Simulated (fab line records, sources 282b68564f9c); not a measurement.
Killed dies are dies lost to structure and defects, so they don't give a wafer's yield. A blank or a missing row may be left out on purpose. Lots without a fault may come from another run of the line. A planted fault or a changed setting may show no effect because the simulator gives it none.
Split-lot experiment | flow rit_cmos | 5 lots, 23 wafers read, on a route of 202 steps

THE SPLIT
At RIT_NWELL_IMPLANT_08, the setting energy_kev was moved away from the recipe's 170 on 10 of the 23 wafers read, by -4.5% to +5.7%. The other wafers ran this setting at the recipe's value.

The reading is taken at the split's own step.

THE READING
implant.drp_nm (the simulator's own value, which no gauge read), in nm, at RIT_NWELL_IMPLANT_08. The file gives no usual value for it.

wafer  | tool, chamber at the split | energy_kev as run | against the recipe | implant.drp_nm, nm | against lot-mates on the recipe
L074.1 | implanter-01, 0            | 170               | recipe             | 68.82              | -
L074.3 | implanter-01, 0            | 170               | recipe             | 68.82              | -
L074.4 | implanter-01, 0            | 170               | recipe             | 68.82              | -
L074.2 | implanter-01, 0            | 179.7             | +5.7%              | 71.74              | +2.92
L074.5 | implanter-01, 0            | 179.7             | +5.7%              | 71.74              | +2.92
L082.1 | implanter-03, 0            | 170               | recipe             | 68.82              | -
L082.4 | implanter-03, 0            | 170               | recipe             | 68.82              | -
L082.5 | implanter-03, 0            | 170               | recipe             | 68.82              | -
L083.1 | implanter-01, 0            | 173.9             | +2.3%              | 70.01              | +1.19
L083.2 | implanter-01, 0            | 173.9             | +2.3%              | 70.01              | +1.19
L083.6 | implanter-01, 0            | 173.9             | +2.3%              | 70.01              | +1.19
L083.4 | implanter-01, 0            | 170               | recipe             | 68.82              | -
L083.5 | implanter-01, 0            | 170               | recipe             | 68.82              | -
L084.1 | implanter-02, 0            | 164.6             | -3.2%              | 67.21              | -1.61
L084.6 | implanter-02, 0            | 164.6             | -3.2%              | 67.21              | -1.61
L084.3 | implanter-02, 0            | 170               | recipe             | 68.82              | -
L084.4 | implanter-02, 0            | 170               | recipe             | 68.82              | -
L084.5 | implanter-02, 0            | 170               | recipe             | 68.82              | -
L085.1 | implanter-01, 0            | 162.3             | -4.5%              | 66.52              | -2.30
L085.3 | implanter-01, 0            | 162.3             | -4.5%              | 66.52              | -2.30
L085.5 | implanter-01, 0            | 162.3             | -4.5%              | 66.52              | -2.30
L085.2 | implanter-01, 0            | 170               | recipe             | 68.82              | -
L085.4 | implanter-01, 0            | 170               | recipe             | 68.82              | -

THE FIT
A straight line over all 23 wafers: implant.drp_nm changes by +0.51 nm for each +1% of energy_kev; r = +1.00; the points scatter about the line by 0.0074 nm.
The same after taking each lot's own level away (the mean of its wafers on the recipe; 23 wafers): +0.51 nm for each +1%; r = +1.00; scatter 0.0074 nm.
On that fit, the largest move of energy_kev shifts the reading by 2.9 nm.
The lots' own levels span 68.820 to 68.820 nm.
So the lot-to-lot level changes the slope little: the two slopes agree.
Check: with one of the wafers moved furthest among these (+5.7%) left out of the fit, the line predicts +2.92 nm for it against its lot-mates. It came out at +2.92 nm against them.

OTHER SPLITS ON THESE WAFERS
These wafers also went through other splits before the reading. Each is held against what the fit with the lots' levels taken away leaves over:
other split on the same wafers   | wafers away from the commonest value | r with implant.drp_nm (lot level and that fit taken away)
RIT_ACTIVE_CVD_03 pressure_mtorr | 18                                   | -0.39
RIT_ACTIVE_COAT_06 spin_rpm      | 5                                    | +0.01
RIT_ACTIVE_HARDBAKE_12 temp_c    | 7                                    | +0.19
RIT_FOX1_OXIDATION_00 ox_time_s  | 10                                   | -0.12
RIT_NWELL_COAT_01 resist_thk_nm  | 11                                   | +0.32

THE WHOLE CHAIN: every reading that the file lists as answering this split, in the file's order
step                 | what it does | reading                                                         | change (the file's fit)               | r (the file's)
RIT_NWELL_IMPLANT_08 |              | implant.rp_nm (the simulator's own value, which no gauge read)  | +2.19 nm for each +1% of the setting  | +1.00
RIT_NWELL_IMPLANT_08 |              | implant.drp_nm (the simulator's own value, which no gauge read) | +0.511 nm for each +1% of the setting | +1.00

THE FILE'S OWN FIT
implant.drp_nm changes by +0.511 nm for each +1% of energy_kev, r = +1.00.
